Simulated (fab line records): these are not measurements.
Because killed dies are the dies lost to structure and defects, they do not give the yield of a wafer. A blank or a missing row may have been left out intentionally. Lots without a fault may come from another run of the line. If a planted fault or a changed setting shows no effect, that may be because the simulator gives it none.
Which tool is to blame? ; flow berkeley cmos170 ; 15 lots with 45 wafers sampled at 5 steps, on a route of 331 steps

== WHAT THE GAUGES READ, wafer by wafer ==
UCB170_WELLDRIVE_THK_MEAS_02. Usual: WELLDRIVE_OXIDE_THK 203 nm, standard deviation 3.8.
lot;measured;on;WELLDRIVE_OXIDE_THK (nm);flag
L545;day 3 20:04;film metro-04;200 203 201;
L547;day 4 07:26;film metro-02;201 200 206;
L548;day 4 07:26;film metro-04;200 203 203;
L549;day 4 18:19;film metro-01;211 207 208;
L550;day 4 18:17;film metro-04;208 210 208;
L552;day 5 12:22;film metro-01;203 202 202;
L554;day 5 12:22;film metro-02;202 199 199;
L555;day 6 03:27;film metro-02;316 316 310;OFF
L556;day 6 03:28;film metro-04;306 307 316;OFF
L559;day 6 21:12;film metro-01;303 301 304;OFF
L561;day 7 00:19;film metro-02;197 203 200;
L562;day 7 00:23;film metro-04;199 197 198;
L564;day 7 20:14;film metro-01;199 206 203;
L566;day 8 05:21;film metro-04;201 198 203;
L567;day 8 11:27;film metro-04;210 208 210;

UCB170_ACTIVE_CD_MEAS_13 targets a cd of 1200 nm. Usual: cd nm at 1200.3 nm, with a standard deviation of 1.3.
lot;measured;on;cd nm (nm);flag
L545;day 4 13:41;cd sem-02;1199.7 1199.9 1198.5;
L547;day 5 08:08;cd sem-01;1199.8 1201.2 1201.2;
L548;day 5 08:16;cd sem-01;1197.8 1198.0 1199.0;
L549;day 5 13:32;cd sem-02;1201.1 1201.8 1200.5;
L550;day 5 13:13;cd sem-02;1202.2 1201.1 1199.9;
L552;day 6 05:59;cd sem-02;1201.2 1201.4 1199.7;
L554;day 6 06:01;cd sem-01;1201.0 1199.5 1200.5;
L555;day 6 17:16;cd sem-02;1203.5 1200.8 1201.9;
L556;day 6 16:54;cd sem-01;1201.4 1200.8 1200.1;
L559;day 7 12:44;cd sem-02;1201.6 1201.5 1202.6;
L561;day 7 20:19;cd sem-02;1202.4 1201.2 1201.0;
L562;day 7 20:37;cd sem-02;1201.0 1201.3 1201.6;
L564;day 8 18:49;cd sem-01;1200.0 1200.7 1200.8;
L566;day 9 03:09;cd sem-02;1201.0 1200.1 1200.7;
L567;day 9 03:17;cd sem-01;1200.9 1200.2 1200.1;

UCB170_GATE_CD_MEAS_12 targets a cd of 350 nm. Usual: cd nm at 350.7 nm, with a standard deviation of 1.4.
lot;measured;on;cd nm (nm);flag
L545;day 6 14:56;cd sem-02;350.6 350.2 349.5;
L547;day 7 14:44;cd sem-01;351.3 350.4 351.4;
L548;day 7 14:38;cd sem-02;351.0 350.9 350.0;
L549;day 7 18:17;cd sem-02;351.8 351.7 351.1;
L550;day 7 18:29;cd sem-02;350.3 350.1 350.4;
L552;day 8 17:27;cd sem-01;351.6 352.8 352.2;
L554;day 8 16:55;cd sem-02;351.5 350.3 350.0;
L555;day 8 22:02;cd sem-01;351.0 352.0 351.8;
L556;day 8 22:21;cd sem-01;350.8 350.1 351.8;
L559;day 9 20:08;cd sem-01;348.3 348.8 348.9;
L561;day 10 05:09;cd sem-01;351.6 352.2 353.1;
L562;day 10 04:49;cd sem-01;350.7 349.7 349.5;
L564;day 11 00:15;cd sem-02;350.0 348.6 349.1;
L566;day 11 08:01;cd sem-02;353.1 351.8 352.8;
L567;day 11 08:14;cd sem-01;352.5 350.8 353.4;

UCB170_NLDD_CD_MEAS_06 targets a cd of 1200 nm. Usual: cd nm at 1199.9 nm, with a standard deviation of 1.3.
lot;measured;on;cd nm (nm);flag
L545;day 6 19:28;cd sem-01;1199.4 1199.0 1199.9;
L547;day 7 18:47;cd sem-01;1199.2 1198.9 1199.8;
L548;day 7 18:15;cd sem-01;1202.3 1202.5 1201.2;
L549;day 7 23:35;cd sem-01;1200.3 1198.0 1199.2;
L550;day 8 00:01;cd sem-01;1196.2 1197.7 1197.1;
L552;day 8 22:09;cd sem-02;1200.5 1200.4 1200.7;
L554;day 8 21:09;cd sem-02;1198.9 1199.6 1198.0;
L555;day 9 01:23;cd sem-02;1200.5 1200.5 1198.3;
L556;day 9 01:52;cd sem-01;1198.4 1198.1 1199.4;
L559;day 10 02:03;cd sem-02;1198.8 1198.6 1199.3;
L561;day 10 10:26;cd sem-02;1200.3 1199.5 1199.1;
L562;day 10 09:55;cd sem-02;1200.8 1201.1 1201.4;
L564;day 11 07:08;cd sem-01;1200.4 1202.6 1202.0;
L566;day 11 14:56;cd sem-01;1200.8 1199.8 1199.4;
L567;day 11 14:32;cd sem-01;1201.5 1200.0 1201.7;

== EACH LOT AND THE TOOL THAT RAN IT (in order: tool; ch and the chambers of the sampled wafers; start) ==
lot;UCB170_WELLDRIVE_OXIDATION_01
L545;furnace-04 ch 0, day 3 16:34
L547;furnace-02 ch 0, day 4 03:55
L548;furnace-02 ch 0, day 4 03:55
L549;furnace-04 ch 0, day 4 14:47
L550;furnace-04 ch 0, day 4 14:47
L552;furnace-02 ch 0, day 5 08:52
L554;furnace-02 ch 0, day 5 08:52
L555;furnace-01 ch 0, day 5 18:57
L556;furnace-01 ch 0, day 5 18:57
L559;furnace-02 ch 0, day 6 12:41
L561;furnace-01 ch 0, day 6 20:49
L562;furnace-01 ch 0, day 6 20:49
L564;furnace-02 ch 0, day 7 16:43
L566;furnace-04 ch 0, day 8 01:51
L567;furnace-04 ch 0, day 8 07:57
- UCB170_WELLDRIVE_OXIDATION_01: target thk 199 nm, ox time 9000 s.

== WHAT THE TOOLS THEMSELVES READ (means of the sampled wafers that have a number; where no wafer has one, the mark that the record gives instead) ==
UCB170_WELLDRIVE_OXIDATION_01. Usual: spike tc load C 1131.2 C, standard deviation 1.1; tube_center_temp_C_max 1106.9, standard deviation 0.44.
lot;tool;spike tc load C (C);tube_center_temp_C_max;flag
L545;furnace-04;1132.4;1107.0;
L547;furnace-02;1129.3;1106.8;
L548;furnace-02;1129.8;1106.5;
L549;furnace-04;1132.8;1106.9;
L550;furnace-04;1131.9;1106.9;
L552;furnace-02;1130.7;1107.4;
L554;furnace-02;1130.1;1107.1;
L555;furnace-01;1131.4;1107.0;
L556;furnace-01;1131.0;1106.7;
L559;furnace-02;1130.8;1107.0;
L561;furnace-01;1131.2;1106.8;
L562;furnace-01;1130.9;1107.2;
L564;furnace-02;1130.7;1106.8;
L566;furnace-04;1132.2;1106.8;
L567;furnace-04;1131.4;1106.9;

== THE ANSWER, worked out from the rows above alone ==
Rule: take the mean of a lot's wafers that have a number; if it is more than 3 standard deviations from the usual mean, the lot is off. Also off: a lot with no number at a reading for which 4 or more lots have one. Any other lot the step has rows for is counted as sound. Order of review: gauges by route order, followed by the tools' own readings, for which a lot's mean as printed above is used. The first step at which some lot is off is used, and at that step the reading that is off furthest; a lot without a number counts as furthest.
Off: L555, L556, L559, at UCB170_WELLDRIVE_THK_MEAS_02 (WELLDRIVE_OXIDE_THK).
A tool fits if, at a process step before that reading, it ran every lot that is off, and no sound lot after the first of them. The gauges at UCB170_WELLDRIVE_THK_MEAS_02 are tried like those tools. Of those tried, none fits.

== WHAT THE SIMULATOR HAD PUT IN ==
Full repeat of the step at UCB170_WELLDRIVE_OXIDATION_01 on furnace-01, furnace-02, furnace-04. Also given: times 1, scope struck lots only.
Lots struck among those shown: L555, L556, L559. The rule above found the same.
